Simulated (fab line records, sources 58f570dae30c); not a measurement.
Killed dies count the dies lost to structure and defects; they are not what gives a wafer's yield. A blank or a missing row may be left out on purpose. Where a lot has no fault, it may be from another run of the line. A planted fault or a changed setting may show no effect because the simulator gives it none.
Which of the tools did it? || flow berkeley_cmos170 || 14 lots, 42 wafers sampled, at 1 step of a route of 331

== WHAT THE GAUGES SHOWED, per wafer ==
The record lacks any reading of a measuring or inspecting step that a usual standard deviation could be used to judge.

== EACH LOT AND THE TOOL THAT RAN IT (in order: tool; ch and the chambers of the sampled wafers; start) ==
{"lot": "L763", "UCB170_SDANNEAL_RTA_01": "rtp_anneal-01 ch 0, day 7 15:59"}
{"lot": "L762", "UCB170_SDANNEAL_RTA_01": "rtp_anneal-02 ch 0, day 7 16:14"}
{"lot": "L766", "UCB170_SDANNEAL_RTA_01": "rtp_anneal-02 ch 0, day 8 00:45"}
{"lot": "L765", "UCB170_SDANNEAL_RTA_01": "rtp_anneal-01 ch 0, day 8 01:14"}
{"lot": "L769", "UCB170_SDANNEAL_RTA_01": "rtp_anneal-02 ch 0, day 8 04:12"}
{"lot": "L767", "UCB170_SDANNEAL_RTA_01": "rtp_anneal-01 ch 0, day 8 04:14"}
{"lot": "L768", "UCB170_SDANNEAL_RTA_01": "rtp_anneal-02 ch 0, day 8 07:35"}
{"lot": "L770", "UCB170_SDANNEAL_RTA_01": "rtp_anneal-01 ch 0, day 8 19:10"}
{"lot": "L772", "UCB170_SDANNEAL_RTA_01": "rtp_anneal-02 ch 0, day 8 19:12"}
{"lot": "L771", "UCB170_SDANNEAL_RTA_01": "rtp_anneal-01 ch 0, day 8 19:38"}
{"lot": "L774", "UCB170_SDANNEAL_RTA_01": "rtp_anneal-02 ch 0, day 10 01:12"}
{"lot": "L777", "UCB170_SDANNEAL_RTA_01": "rtp_anneal-01 ch 0, day 10 19:33"}
{"lot": "L782", "UCB170_SDANNEAL_RTA_01": "rtp_anneal-02, day 11 17:11"}
{"lot": "L784", "UCB170_SDANNEAL_RTA_01": "rtp_anneal-02, day 12 05:32"}
- UCB170_SDANNEAL_RTA_01: time 5 s.

== WHAT THE TOOLS THEMSELVES READ (means of the sampled wafers that have a number; where no wafer has one, the mark that the record gives instead) ==
UCB170_SDANNEAL_RTA_01.
{"lot": "L763", "tool": "rtp_anneal-01", "anneal_temp_c_max": 1052.3, "chamber_o2_ppm": 1.978, "lamp_power_pct (%)": 42, "wafer_temp_C_max": 1056.1}
{"lot": "L762", "tool": "rtp_anneal-02", "anneal_temp_c_max": 1056.0, "chamber_o2_ppm": 2.007, "lamp_power_pct (%)": 34, "wafer_temp_C_max": 1056.3}
{"lot": "L766", "tool": "rtp_anneal-02", "anneal_temp_c_max": 1057.8, "chamber_o2_ppm": 2.011, "lamp_power_pct (%)": 34, "wafer_temp_C_max": 1054.9}
{"lot": "L765", "tool": "rtp_anneal-01", "anneal_temp_c_max": 1052.9, "chamber_o2_ppm": 2.028, "lamp_power_pct (%)": 42, "wafer_temp_C_max": 1056.3}
{"lot": "L769", "tool": "rtp_anneal-02", "anneal_temp_c_max": 1056.9, "chamber_o2_ppm": 2.020, "lamp_power_pct (%)": 34, "wafer_temp_C_max": 1056.2}
{"lot": "L767", "tool": "rtp_anneal-01", "anneal_temp_c_max": 1053.2, "chamber_o2_ppm": 1.992, "lamp_power_pct (%)": 42, "wafer_temp_C_max": 1055.6}
{"lot": "L768", "tool": "rtp_anneal-02", "anneal_temp_c_max": 1057.2, "chamber_o2_ppm": 2.005, "lamp_power_pct (%)": 34, "wafer_temp_C_max": 1055.1}
{"lot": "L770", "tool": "rtp_anneal-01", "anneal_temp_c_max": 1053.3, "chamber_o2_ppm": 2.046, "lamp_power_pct (%)": 42, "wafer_temp_C_max": 1057.0}
{"lot": "L772", "tool": "rtp_anneal-02", "anneal_temp_c_max": 1055.9, "chamber_o2_ppm": 2.022, "lamp_power_pct (%)": 34, "wafer_temp_C_max": 1056.7}
{"lot": "L771", "tool": "rtp_anneal-01", "anneal_temp_c_max": 1052.6, "chamber_o2_ppm": 2.002, "lamp_power_pct (%)": 42, "wafer_temp_C_max": 1055.6}
{"lot": "L774", "tool": "rtp_anneal-02", "anneal_temp_c_max": 1056.2, "chamber_o2_ppm": 1.992, "lamp_power_pct (%)": 34, "wafer_temp_C_max": 1056.5}
{"lot": "L777", "tool": "rtp_anneal-01", "anneal_temp_c_max": 1052.5, "chamber_o2_ppm": 2.007, "lamp_power_pct (%)": 42, "wafer_temp_C_max": 1055.2}
{"lot": "L782", "tool": "rtp_anneal-02", "anneal_temp_c_max": "-", "chamber_o2_ppm": "-", "lamp_power_pct (%)": "-", "wafer_temp_C_max": "-"}
{"lot": "L784", "tool": "rtp_anneal-02", "anneal_temp_c_max": "-", "chamber_o2_ppm": "-", "lamp_power_pct (%)": "-", "wafer_temp_C_max": "-"}

== THE ANSWER, worked out from the rows above alone ==
Rule: what is usual is taken from the lots themselves. Put in order of their means at a reading, lots are off if they are a third of the lots or fewer, leave a main group of 4 or more, and stand apart from it by a gap of 3 or more times the standard deviation of the main group's means; of several such gaps the widest counts. A main group is skipped when, at the precision printed for the reading in the tables above, its means are all equal. A lot without any number at a reading at which 4 lots or more have one is off too. All remaining lots with rows at the step are treated as sound. After the gauges, taken in route order, come the tools' own readings; for these a lot's mean is taken, as printed above. At the first step where some lot is off, the reading lying furthest off is the one used; lots without a number count as furthest.
Off: L782, L784 (UCB170_SDANNEAL_RTA_01, anneal_temp_c_max). Without a number there: L782, L784. For the main group the mean is 1054.7 and the standard deviation 2.
If a tool, at that step or one of the process steps before it, ran each lot that is off and ran no sound lot following the first of them, it fits. One fits: rtp_anneal-02 at UCB170_SDANNEAL_RTA_01. Its last sound lot is L774 (day 10 01:12), its first lot that is off L782 (day 11 17:11): a fault that began between those two fits.
Blank at UCB170_SDANNEAL_RTA_01 on the lots that are off, where sound lots have numbers: anneal_temp_c_max, chamber_o2_ppm, lamp_power_pct, wafer_temp_C_max.

== WHAT THE SIMULATOR HAD PUT IN ==
At UCB170_SDANNEAL_RTA_01, the step was skipped entirely on rtp_anneal-02 from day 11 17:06 on. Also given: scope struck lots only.
Struck lots among those shown: L782, L784. This agrees with what the rule above found.
